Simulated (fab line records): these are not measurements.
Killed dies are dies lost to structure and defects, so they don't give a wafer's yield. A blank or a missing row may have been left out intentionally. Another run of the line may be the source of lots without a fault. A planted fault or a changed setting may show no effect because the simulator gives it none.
Which of the tools did it? :: flow ritCmos :: 14 lots, 42 wafers sampled, at 2 steps of a route of 202

WHAT THE GAUGES READ, wafer by wafer
RIT_CONTACT_CD_MEAS_08 targets a cd of 1000 nm.
lot: L181
measured: day 3 06:15
on: cdSem-02
cdNm (nm): 1003.7 1002.2 1001.9

lot: L182
measured: day 3 10:29
on: cdSem-02
cdNm (nm): 1006.1 1005.4 1004.3

lot: L183
measured: day 3 13:35
on: cdSem-02
cdNm (nm): 1002.9 1001.1 1002.0

lot: L184
measured: day 3 18:29
on: cdSem-02
cdNm (nm): 999.7 999.2 997.8

lot: L185
measured: day 4 01:09
on: cdSem-02
cdNm (nm): 1001.5 1003.6 1003.1

lot: L186
measured: day 4 06:32
on: cdSem-02
cdNm (nm): 998.5 997.8 998.3

lot: L189
measured: day 4 19:26
on: cdSem-01
cdNm (nm): 999.7 998.0 997.2

lot: L191
measured: day 5 06:04
on: cdSem-02
cdNm (nm): 1011.7 1010.6 1010.0

lot: L192
measured: day 5 10:23
on: cdSem-02
cdNm (nm): 1008.6 1009.8 1009.5

lot: L194
measured: day 5 19:52
on: cdSem-02
cdNm (nm): 997.9 997.6 996.6

lot: L198
measured: day 6 19:16
on: cdSem-01
cdNm (nm): 999.1 999.2 999.7

lot: L201
measured: day 7 12:11
on: cdSem-02
cdNm (nm): 1001.2 1003.0 1004.4

lot: L202
measured: day 7 17:19
on: cdSem-01
cdNm (nm): 1001.5 1002.2 1002.1

lot: L203
measured: day 7 19:27
on: cdSem-02
cdNm (nm): 1002.6 999.5 999.0

TOOL THAT RAN EACH LOT (tool first, then ch and the chambers of the sampled wafers, then the start)
lot: L181
RIT_CONTACT_COAT_03: lithoTrack-02 ch 0, day 3 05:26

lot: L182
RIT_CONTACT_COAT_03: lithoTrack-02 ch 0, day 3 09:26

lot: L183
RIT_CONTACT_COAT_03: lithoTrack-04 ch 0, day 3 12:46

lot: L184
RIT_CONTACT_COAT_03: lithoTrack-03 ch 0, day 3 17:40

lot: L185
RIT_CONTACT_COAT_03: lithoTrack-03 ch 0, day 4 00:20

lot: L186
RIT_CONTACT_COAT_03: lithoTrack-04 ch 0, day 4 05:35

lot: L189
RIT_CONTACT_COAT_03: lithoTrack-03 ch 0, day 4 18:30

lot: L191
RIT_CONTACT_COAT_03: lithoTrack-02 ch 0, day 5 05:14

lot: L192
RIT_CONTACT_COAT_03: lithoTrack-02 ch 0, day 5 09:29

lot: L194
RIT_CONTACT_COAT_03: lithoTrack-03 ch 0, day 5 18:55

lot: L198
RIT_CONTACT_COAT_03: lithoTrack-03 ch 0, day 6 18:26

lot: L201
RIT_CONTACT_COAT_03: lithoTrack-03 ch 0, day 7 11:22

lot: L202
RIT_CONTACT_COAT_03: lithoTrack-04 ch 0, day 7 16:25

lot: L203
RIT_CONTACT_COAT_03: lithoTrack-03 ch 0, day 7 18:31
- RIT_CONTACT_COAT_03: resist thk 1000 nm.

WHAT THE TOOLS THEMSELVES READ (means of the sampled wafers that have a number; where no wafer has one, the mark that the record gives instead)
RIT_CONTACT_COAT_03.
lot: L181
tool: lithoTrack-02
resistLineTempC (C): 22.93
spinSpeedRpm (rpm): 3250.4

lot: L182
tool: lithoTrack-02
resistLineTempC (C): 22.96
spinSpeedRpm (rpm): 3246.9

lot: L183
tool: lithoTrack-04
resistLineTempC (C): 22.90
spinSpeedRpm (rpm): 3250.5

lot: L184
tool: lithoTrack-03
resistLineTempC (C): 23.04
spinSpeedRpm (rpm): 3249.1

lot: L185
tool: lithoTrack-03
resistLineTempC (C): 23.05
spinSpeedRpm (rpm): 3250.0

lot: L186
tool: lithoTrack-04
resistLineTempC (C): 23.00
spinSpeedRpm (rpm): 3251.6

lot: L189
tool: lithoTrack-03
resistLineTempC (C): 22.97
spinSpeedRpm (rpm): 3247.7

lot: L191
tool: lithoTrack-02
resistLineTempC (C): 22.88
spinSpeedRpm (rpm): 3904.8

lot: L192
tool: lithoTrack-02
resistLineTempC (C): 22.97
spinSpeedRpm (rpm): 3905.0

lot: L194
tool: lithoTrack-03
resistLineTempC (C): 23.05
spinSpeedRpm (rpm): 3247.4

lot: L198
tool: lithoTrack-03
resistLineTempC (C): 23.02
spinSpeedRpm (rpm): 3249.7

lot: L201
tool: lithoTrack-03
resistLineTempC (C): 23.11
spinSpeedRpm (rpm): 3250.1

lot: L202
tool: lithoTrack-04
resistLineTempC (C): 23.00
spinSpeedRpm (rpm): 3252.2

lot: L203
tool: lithoTrack-03
resistLineTempC (C): 23.07
spinSpeedRpm (rpm): 3252.0

THE ANSWER, worked out from the rows above alone
Rule: the lots themselves supply what counts as usual. The widest of any qualifying gaps counts: lots, ordered by their means at a reading, are off when they make up no more than a third of the lots, leave a main group of 4 or more, and stand apart from it by 3 or more times the standard deviation of that group's means. A main group whose means are all the same, to the digits that the tables above print for the reading, isn't used. Also off: a lot with no number at a reading for which 4 or more lots have one. Where the step has rows for the other lots, those lots are counted as sound. After the gauges, taken in route order, come the tools' own readings; for these a lot's mean is taken, as printed above. The first step at which some lot is off is used, and at that step the reading that is off furthest; a lot without a number counts as furthest.
Off, at RIT_CONTACT_COAT_03 on spinSpeedRpm: L191, L192. For the main group the mean is 3249.8 rpm and the standard deviation 1.7.
If a tool, at that step or one of the process steps before it, ran each lot that is off and ran no sound lot following the first of them, it fits. One fits: RIT_CONTACT_COAT_03 on lithoTrack-02. Its last sound lot is L182 (day 3 09:26), its first lot that is off L191 (day 5 05:14): a fault that began between those two fits.
On the lots that are off, the tool's own readings at RIT_CONTACT_COAT_03 differ by more than 5 times the standard deviation of the sound lots' means, which bears it out; spinSpeedRpm reads 3904.9 rpm there versus 3249.8 rpm on the sound lots.

WHAT THE SIMULATOR HAD INSERTED
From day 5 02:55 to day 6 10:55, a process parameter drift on lithoTrack-02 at RIT_CONTACT_COAT_03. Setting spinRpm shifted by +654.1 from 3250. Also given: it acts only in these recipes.
Lots struck among those shown: L191, L192. The rule given above showed the same thing.
